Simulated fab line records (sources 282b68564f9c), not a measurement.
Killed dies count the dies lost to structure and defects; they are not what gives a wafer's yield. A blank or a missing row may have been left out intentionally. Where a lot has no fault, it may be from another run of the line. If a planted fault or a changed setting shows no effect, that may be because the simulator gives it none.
Which tool did it?	flow rit-cmos	42 wafers from 14 lots sampled at 5 of the route's 202 steps

WHAT EACH GAUGE READ, for each wafer
RIT_GATE_THK_MEAS_07.
lot	measured	on	GATE_OXIDE_THK (nm)
L852	day 2 11:13	film-metro-03	2.90 2.80 2.90
L853	day 2 15:19	film-metro-02	3.03 2.93 3.03
L854	day 2 22:02	film-metro-02	2.99 2.99 2.98
L855	day 3 02:36	film-metro-03	2.92 3.00 2.94
L856	day 3 06:58	film-metro-03	3.04 3.03 3.03
L858	day 3 17:46	film-metro-04	3.05 3.07 2.94
L861	day 4 06:32	film-metro-04	3.00 2.95 3.02
L862	day 4 11:37	film-metro-02	2.99 2.98 3.01
L863	day 4 17:32	film-metro-02	2.87 2.83 2.91
L864	day 4 22:44	film-metro-02	3.04 3.06 3.07
L866	day 5 07:24	film-metro-02	3.00 3.03 2.95
L871	day 6 08:24	film-metro-02	3.01 3.07 3.10
L874	day 7 00:52	film-metro-04	2.91 2.97 2.97
L875	day 7 06:46	film-metro-04	2.95 2.99 2.98

RIT_NSD_OVL_MEAS_06.
lot	measured	on	NSD_OVL (nm)
L852	day 3 00:07	overlay-02	-1.2 -2.2 -0.6
L853	day 3 04:25	overlay-02	-0.6 -1.1 -0.9
L854	day 3 10:58	overlay-02	1.3 0.2 0.0
L855	day 3 15:13	overlay-01	-0.2 -0.6 -0.5
L856	day 3 19:41	overlay-02	0.5 -0.8 -0.3
L858	day 4 07:37	overlay-01	-1.0 -1.6 -2.3
L861	day 4 19:29	overlay-01	-1.0 -0.6 0.4
L862	day 5 00:59	overlay-01	-2.0 -1.8 -2.8
L863	day 5 07:59	overlay-01	-0.9 -0.7 -1.3
L864	day 5 11:37	overlay-02	-0.6 -1.3 -1.4
L866	day 5 21:20	overlay-02	-0.3 0.1 0.2
L871	day 6 23:22	overlay-01	-1.3 -1.2 -0.8
L874	day 7 13:35	overlay-01	-0.7 0.0 -1.6
L875	day 7 20:30	overlay-01	0.4 0.9 -1.0

RIT_M1_CD_MEAS_90: target cd 2600 nm.
lot	measured	on	cd-nm (nm)
L852	day 3 08:34	cd-sem-01	2602 2599 2600
L853	day 3 12:40	cd-sem-01	2596 2597 2597
L854	day 3 19:13	cd-sem-01	2603 2598 2597
L855	day 3 23:32	cd-sem-01	2598 2593 2593
L856	day 4 03:44	cd-sem-01	2602 2602 2595
L858	day 4 15:43	cd-sem-01	2601 2597 2599
L861	day 5 03:46	cd-sem-01	2603 2598 2597
L862	day 5 09:17	cd-sem-01	2598 2603 2597
L863	day 5 16:37	cd-sem-02	2599 2601 2597
L864	day 5 19:43	cd-sem-02	2599 2597 2599
L866	day 6 05:32	cd-sem-01	2600 2597 2595
L871	day 7 07:35	cd-sem-02	2609 2598 2598
L874	day 7 22:13	cd-sem-01	2609 2601 2597
L875	day 8 04:59	cd-sem-02	2603 2604 2604

RIT_M1_BOW_MEAS_16.
lot	measured	on	M1_BOW (um)
L852	day 3 10:21	film-metro-01	12 17 12
L853	day 3 14:41	film-metro-01	16 13 12
L854	day 3 20:50	film-metro-01	26 27 28
L855	day 4 01:10	film-metro-03	6 12 17
L856	day 4 06:35	film-metro-03	7 20 13
L858	day 4 17:59	film-metro-03	11 9 19
L861	day 5 05:23	film-metro-04	-2 18 20
L862	day 5 10:54	film-metro-03	10 10 5
L863	day 5 18:55	film-metro-04	10 7 16
L864	day 5 21:20	film-metro-03	18 26 20
L866	day 6 07:10	film-metro-01	29 5 22
L871	day 7 09:13	film-metro-03	11 15 18
L874	day 8 00:35	film-metro-04	13 11 20
L875	day 8 06:58	film-metro-01	7 10 24

EACH LOT AND THE TOOL THAT RAN IT (in order: tool; ch and the chambers of the sampled wafers; start)
lot	RIT_M1_METAL_ETCH_12
L852	rie-metal-03 ch 0,1, day 3 08:01
L853	rie-metal-01 ch 0,1, day 3 12:09
L854	rie-metal-02 ch 0,1, day 3 18:43
L855	rie-metal-03 ch 0,1, day 3 23:02
L856	rie-metal-01 ch 0,1, day 4 03:13
L858	rie-metal-03 ch 0,1, day 4 15:12
L861	rie-metal-03 ch 0,1, day 5 03:05
L862	rie-metal-01 ch 0,1, day 5 08:35
L863	rie-metal-02 ch 0,1, day 5 15:53
L864	rie-metal-03 ch 1, day 5 19:11
L866	rie-metal-02 ch 0,1, day 6 05:02
L871	rie-metal-01 ch 0,1, day 7 07:05
L874	rie-metal-01 ch 0,1, day 7 21:43
L875	rie-metal-02 ch 0,1, day 8 04:28
- RIT_M1_METAL_ETCH_12: etches Al in Cl2/BCl3, stops on SiO2, time 165 s, target depth 600 nm.

WHAT THE TOOLS THEMSELVES READ (means of the sampled wafers that have a number; where no wafer has one, the mark that the record gives instead)
RIT_M1_METAL_ETCH_12.
lot	tool	chamber-pressure-mTorr (mTorr)	drypump-motor-current-A (A)	oes-product-au (a.u.)	throttle-valve-pct (%)
L852	rie-metal-03	99.98	5.4	0.791	8.10
L853	rie-metal-01	100.01	5.7	0.774	8.21
L854	rie-metal-02	100.07	5.8	0.772	8.24
L855	rie-metal-03	100.06	5.6	0.799	8.12
L856	rie-metal-01	100.07	5.8	0.772	8.27
L858	rie-metal-03	99.90	5.7	0.794	8.12
L861	rie-metal-03	99.93	5.6	0.799	8.11
L862	rie-metal-01	100.10	5.7	0.769	8.20
L863	rie-metal-02	99.99	5.9	0.765	8.24
L864	rie-metal-03	100.06	5.1	0.788	8.06
L866	rie-metal-02	100.02	6.0	0.764	8.25
L871	rie-metal-01	99.99	5.7	0.764	8.20
L874	rie-metal-01	100.00	5.7	0.762	8.21
L875	rie-metal-02	99.99	6.1	0.770	8.25

THE ANSWER, worked out from the rows above alone
Rule: what is usual is taken from the lots themselves. Put in order of their means at a reading, lots are off if they are a third of the lots or fewer, leave a main group of 4 or more, and stand apart from it by a gap of 3 or more times the standard deviation of the main group's means; of several such gaps the widest counts. A main group whose means are all the same, to the digits that the tables above print for the reading, isn't used. A lot without any number at a reading at which 4 lots or more have one is off too. The other lots that the step has rows for count as sound. Order of review: gauges by route order, followed by the tools' own readings, for which a lot's mean as printed above is used. The first step at which some lot is off is used, and at that step the reading that is off furthest; a lot without a number counts as furthest.
No lot is off on any of the readings shown, so nothing can be concluded from this.

WHAT THE SIMULATOR HAD INSERTED
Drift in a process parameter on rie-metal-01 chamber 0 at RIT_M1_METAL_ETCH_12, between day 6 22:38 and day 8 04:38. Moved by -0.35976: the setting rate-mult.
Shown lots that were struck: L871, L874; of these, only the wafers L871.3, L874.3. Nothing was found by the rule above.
